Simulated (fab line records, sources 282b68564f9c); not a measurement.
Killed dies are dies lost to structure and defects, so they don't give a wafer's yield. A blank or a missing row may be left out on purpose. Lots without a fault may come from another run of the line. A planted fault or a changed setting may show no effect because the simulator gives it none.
A struck lot beside a sound one | flow rit_cmos | 17 steps out of a route of 202
Sound: wafers L354.2, L354.3, L354.6. Struck: wafers L365.2, L365.3, L365.5. The cause comes at the end.
At each step with rows: each side's tool, then ch and its chambers, then its first start. Under that, the readings that differ: sound wafers | struck wafers | difference of the means | sigmas: that difference in standard deviations of wafers without a fault.
alike: readings whose means differ by less than 2 such deviations, and words and numbers that are the same on both sides. not compared: withheld readings, readings that some wafer has no value for, bounds like >300 that may hide the same value, and numbers for which the record gives no deviation and whose values overlap.
The two part at a step that has a row with sigmas, a row that says differs or no value, or rows on one side only. Numbers that don't overlap but have no deviation are shown without sigmas and don't part them. A reading that every wafer of one side lacks parts them only if that side has two wafers or more.

first, 2 steps without rows for these wafers: RIT_NRETRO_HARDBAKE_07 (time 120 s); RIT_NRETRO_IMPLANT_08.
RIT_NRETRO_STRIP_09: strips in O2, time 180 s.
  sound on plasma_asher-02 ch 0, day 4 03:13; struck on plasma_asher-02 ch 0,1, day 6 09:05
  alike: drypump_motor_current_A
  not compared: rf_hours_counter_h
RIT_NRETRO_TW_MEAS_10:
  sound on film_metro-02, day 4 03:25; struck on film_metro-04, day 6 09:16
  alike: NRETRO_TW
then, 6 steps without rows for these wafers: RIT_PRETRO_HMDS_00 (prime time 60 s); RIT_PRETRO_COAT_01 (resist thk 1300 nm); RIT_PRETRO_SOFTBAKE_02 (time 60 s); RIT_PRETRO_EXPOSE_03 (exposes mask M5, target cd 43700 nm); RIT_PRETRO_PEB_04; RIT_PRETRO_DEVELOP_05 (develop time 68 s).
RIT_PRETRO_OVL_MEAS_06:
  sound on overlay-01, day 4 04:46; struck on overlay-01, day 6 10:13
  alike: PRETRO_OVL
then, 1 step without rows for these wafers: RIT_PRETRO_HARDBAKE_07 (time 120 s).
RIT_PRETRO_IMPLANT_08:
  sound on implanter-02 ch 0, day 4 05:04; struck on implanter-02 ch 0, day 6 10:31
  reading            | sound                            | struck                          | difference | sigmas
  dose_ions_cm2      | 1.2001e+13 1.2007e+13 1.2005e+13 | 1.632e+13 1.6309e+13 1.6311e+13 | +4.309e+12 | +99 or more
  faraday_current_uA | 38.3 38.1 37.1                   | 52.5 51.2 50.8                  | +13.7      | +19
RIT_PRETRO_STRIP_09: strips in O2, time 180 s.
  sound on plasma_asher-04 ch 0,1, day 4 05:12; struck on plasma_asher-03 ch 0,1, day 6 10:38
  alike: drypump_motor_current_A
  not compared: rf_hours_counter_h
RIT_PRETRO_TW_MEAS_10:
  sound on film_metro-02, day 4 05:23; struck on film_metro-02, day 6 10:49
  reading   | sound             | struck            | difference | sigmas
  PRETRO_TW | 472.9 474.2 473.7 | 520.1 519.0 519.6 | +46.0      | +18
then, 1 step without rows for these wafers: RIT_GATE_WET_ETCH_00 (etches SiO2 in BOE, target depth 56 nm, time 60 s).
RIT_M1_PROBE_99:
  sound on prober-01, day 5 06:43; struck on prober-02, day 7 15:31
  reading                                    | sound              | struck               | difference | sigmas
  model.etest.nmos_0p3.r_on_ohm_um           | 2058 2010 2017     | 2337 2315 2291       | +286       |
  model.etest.nmos_0p15.r_on_ohm_um          | 1097 1067 1052     | 1274 1251 1245       | +185       |
  model.etest.nmos_turned.drive_ua_um        | 346.6 347 346.4    | 258.5 266.8 273.2    | -80.5      |
  model.etest.nmos_0p15.drive_ua_um          | 498.9 511.6 499.3  | 420.7 433.6 440.6    | -71.6      |
  model.etest.nmos_0p3.drive_ua_um           | 248.9 255.8 244.9  | 206.6 211.2 213.7    | -39.4      |
  model.etest.nmos_narrow.drive_ua_um        | 242.8 255.7 243.3  | 208.2 212.8 214.4    | -35.5      |
  model.etest.ring.delay_ps                  | 26.41 25.6 26.21   | 29.38 28.61 28.11    | +2.63      |
  model.etest.retro_edge_nmos.off_log10_a_um | -10.1 -9.87 -9.712 | -11.29 -11.12 -10.92 | -1.22      |
  alike: killed_at_front_end, killed_dies, killed_open, killed_short

WHERE THEY PART
First at RIT_PRETRO_IMPLANT_08; last, within this record, at RIT_PRETRO_TW_MEAS_10. Later steps at which nothing parts them and some readings are alike: RIT_M1_PROBE_99.

WHY: what the simulator had put in
Process parameter drift: implanter-02, from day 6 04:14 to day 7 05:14, at RIT_PRETRO_IMPLANT_08. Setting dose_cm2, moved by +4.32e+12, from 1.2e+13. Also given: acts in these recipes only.
